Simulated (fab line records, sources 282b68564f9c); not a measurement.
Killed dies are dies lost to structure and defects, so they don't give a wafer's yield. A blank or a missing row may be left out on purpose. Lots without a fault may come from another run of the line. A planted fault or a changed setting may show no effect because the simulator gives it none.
A struck lot beside a sound one | flow rit_cmos | 18 steps out of a route of 202
Sound: wafers L152.1, L152.2, L152.5. Struck: wafers L164.3, L164.4, L164.6. The cause comes at the end.
At each step with rows: each side's tool, then ch and its chambers, then its first start. Under that, the readings that differ: sound wafers | struck wafers | difference of the means | sigmas: that difference in standard deviations of wafers without a fault.
alike: readings whose means differ by less than 2 such deviations, and words and numbers that are the same on both sides. not compared: withheld readings, readings that some wafer has no value for, bounds like >300 that may hide the same value, and numbers for which the record gives no deviation and whose values overlap.
The two part at a step that has a row with sigmas, a row that says differs or no value, or rows on one side only. Numbers that don't overlap but have no deviation are shown without sigmas and don't part them. A reading that every wafer of one side lacks parts them only if that side has two wafers or more.

first, 4 steps without rows for these wafers: RIT_NWELL_SOFTBAKE_02 (time 60 s); RIT_NWELL_EXPOSE_03 (exposes mask M2, target cd 43900 nm); RIT_NWELL_PEB_04; RIT_NWELL_DEVELOP_05 (develop time 68 s).
RIT_NWELL_OVL_MEAS_06:
  sound on overlay-02, day 3 04:28; struck on overlay-01, day 5 15:05
  reading        | sound        | struck         | difference | sigmas
  NWELL_OVL (nm) | -0.3 2.7 1.1 | -2.2 -1.4 -3.1 | -3.4       | -2
then, 2 steps without rows for these wafers: RIT_NWELL_HARDBAKE_07 (time 120 s); RIT_NWELL_IMPLANT_08.
RIT_NWELL_STRIP_09: strips in O2, time 180 s.
  sound on plasma_asher-02 ch 0,1, day 3 04:53; struck on plasma_asher-04 ch 0,1, day 5 15:34
  reading                     | sound       | struck      | difference | sigmas
  drypump_motor_current_A (A) | 6.0 6.3 6.2 | 5.7 5.1 5.7 | -0.7       | -2
  not compared: rf_hours_counter_h
RIT_NWELL_TW_MEAS_10:
  sound on film_metro-01, day 3 05:04; struck on film_metro-02, day 5 15:42
  alike: NWELL_TW
then, 3 steps without rows for these wafers: RIT_PWELL_HMDS_00 (prime time 60 s); RIT_PWELL_COAT_01 (resist thk 1300 nm); RIT_PWELL_SOFTBAKE_02 (time 60 s).
RIT_PWELL_EXPOSE_03: exposes mask M3, target cd 43700 nm.
  sound on iline_stepper-02 ch 0, day 3 05:55; struck on iline_stepper-02 ch 0, day 5 16:21
  reading                       | sound                   | struck            | difference | sigmas
  model.PWELL.overlay_x_nm (nm) | -0.5088 -0.5088 -0.5088 | 360.8 360.8 360.8 | +361.3     |
  alike: mask, focus_offset_nm
then, 2 steps without rows for these wafers: RIT_PWELL_PEB_04; RIT_PWELL_DEVELOP_05 (develop time 68 s).
RIT_PWELL_OVL_MEAS_06:
  sound on overlay-02, day 3 06:31; struck on overlay-02, day 5 16:46
  reading        | sound          | struck            | difference | sigmas
  PWELL_OVL (nm) | -0.8 -1.6 -0.6 | 360.0 358.4 361.5 | +361.0     | +99 or more
then, 1 step without rows for these wafers: RIT_PWELL_HARDBAKE_07 (time 120 s).
RIT_M1_PROBE_99:
  sound on prober-01, day 4 21:20; struck on prober-01, day 7 11:32
  reading                                 | sound             | struck            | difference | sigmas
  model.etest.well_edge_left.line_ohm_um  | 181.2 185.8 182.5 | 218.6 214 212.3   | +31.8      |
  model.etest.well_edge_right.line_ohm_um | 182.2 181.8 183.7 | 163.9 164.8 161.1 | -19.3      |
  model.etest.iso_nwell_nwell.bv_v (V)    | 22.2 22.16 21.98  | 20.09 19.89 19.94 | -2.14      |
  alike: killed_at_contacts, killed_at_front_end, killed_dies, killed_on_rim, killed_open, killed_short
  not compared: model.etest.iso_nplus_nwell.lateral_log10_a_um

WHERE THEY PART
First at RIT_NWELL_OVL_MEAS_06; last, within this record, at RIT_PWELL_OVL_MEAS_06. Later steps at which nothing parts them and some readings are alike: RIT_M1_PROBE_99.

WHY: what the simulator had put in
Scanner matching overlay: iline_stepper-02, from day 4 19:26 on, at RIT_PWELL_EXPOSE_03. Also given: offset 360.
